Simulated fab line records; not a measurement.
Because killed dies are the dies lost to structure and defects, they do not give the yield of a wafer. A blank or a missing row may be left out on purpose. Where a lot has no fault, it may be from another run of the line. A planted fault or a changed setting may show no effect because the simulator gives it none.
A lot that was struck, set against a sound lot || flow berkeleyCmos170 || 14 out of 331 route steps
Sound: these wafers, L298.4, L298.5, L298.6. Wafers struck: L296.1, L296.3, L296.4. Last of all comes the cause.
Each step with rows lists, per side, the tool, then ch with its chambers, then its first start. Under that, the readings that differ: sound wafers || struck wafers || difference of the means || sigmas: that difference in standard deviations of wafers without a fault.
alike: words and numbers the same on both sides, and readings whose means are apart by under 2 such deviations; not compared: readings that were withheld, readings missing a value for some wafer, numbers with overlapping values and no deviation given by the record, and bounds like >300 which may hide the same value.
Wherever a step has rows on one side only, a row that says differs or no value, or a row with sigmas, the two part there. When numbers do not overlap yet have no deviation, they are printed without sigmas and do not part them. Lack of a reading on every wafer of one side parts them only where that side has two or more wafers.

UCB170_ZERO_STRIP_07: strips in O2.
  sound on plasmaAsher-03 ch 0,1, day 2 15:27; struck on plasmaAsher-04 ch 0,1, day 2 07:19
{"reading": "drypumpMotorCurrentA (A)", "sound": "5.5 5.5 5.6", "struck": "6.4 6.4 6.1", "difference": "+0.8", "sigmas": "+2"}
  alike: oesProductAu, stripTimeToEndpointS
  not compared: rfHoursCounterH
then, 2 steps without rows for these wafers: UCB170_NWELL_WET_ETCH_00 (etches SiO2 in dHF, time 200 s); UCB170_NWELL_OXIDATION_01 (target thk 26.4 nm, ox time 1260 s).
UCB170_NWELL_THK_MEAS_02:
  sound on filmMetro-03 at day 2 20:25; struck on filmMetro-03 at day 2 11:17
  alike: NWELL_OXIDE_THK
then, 2 steps without rows for these wafers: UCB170_NWELL_ANNEAL_03 (time 900 s); UCB170_NWELL_CVD_04 (deposits Si3N4 from SiH2Cl2/NH3, target thk 224 nm, time 3360 s).
UCB170_NWELL_THK_MEAS_05:
  sound on filmMetro-03 at day 3 02:38; struck on filmMetro-04 at day 2 17:56
{"reading": "NWELL_NITRIDE_THK (nm)", "sound": "226.7 228.4 227.9", "struck": "221.1 220.0 219.8", "difference": -7.4, "sigmas": -3}
then, 5 steps without rows for these wafers: UCB170_NWELL_HMDS_06 (prime time 60 s); UCB170_NWELL_COAT_07 (resist thk 900 nm); UCB170_NWELL_SOFTBAKE_08 (time 60 s); UCB170_NWELL_EXPOSE_09 (exposes mask NWELL, target cd 3000 nm); UCB170_NWELL_PEB_10.
UCB170_NWELL_DEVELOP_11: develop time 45 s.
  sound on lithoTrack-03 ch 0, day 3 03:00; struck on lithoTrack-03, day 2 18:00
  no value came back on the struck wafers for chillPlateTempC (C), developTimeS (s); on the sound wafers chillPlateTempC (C) reads 23.21 22.97 23.12
{"reading": "model.KrF_of_NWELL_COAT_07.thkNm (nm)", "sound": "884.3 886.3 884.2", "struck": "896.8 898.4 895.5", "difference": "+12.0", "sigmas": ""}
UCB170_NWELL_OVL_MEAS_12:
  sound on overlay-02 at day 3 03:31; struck on overlay-01 at day 2 18:59
{"reading": "NWELL_OVL (nm)", "sound": "-10 -5 -8", "struck": "- - -", "difference": "no value on the struck wafers", "sigmas": ""}

== WHERE THEY PART ==
Earliest at UCB170_ZERO_STRIP_07; latest, in this record, at UCB170_NWELL_OVL_MEAS_12.

WHY: what had been put in by the simulator
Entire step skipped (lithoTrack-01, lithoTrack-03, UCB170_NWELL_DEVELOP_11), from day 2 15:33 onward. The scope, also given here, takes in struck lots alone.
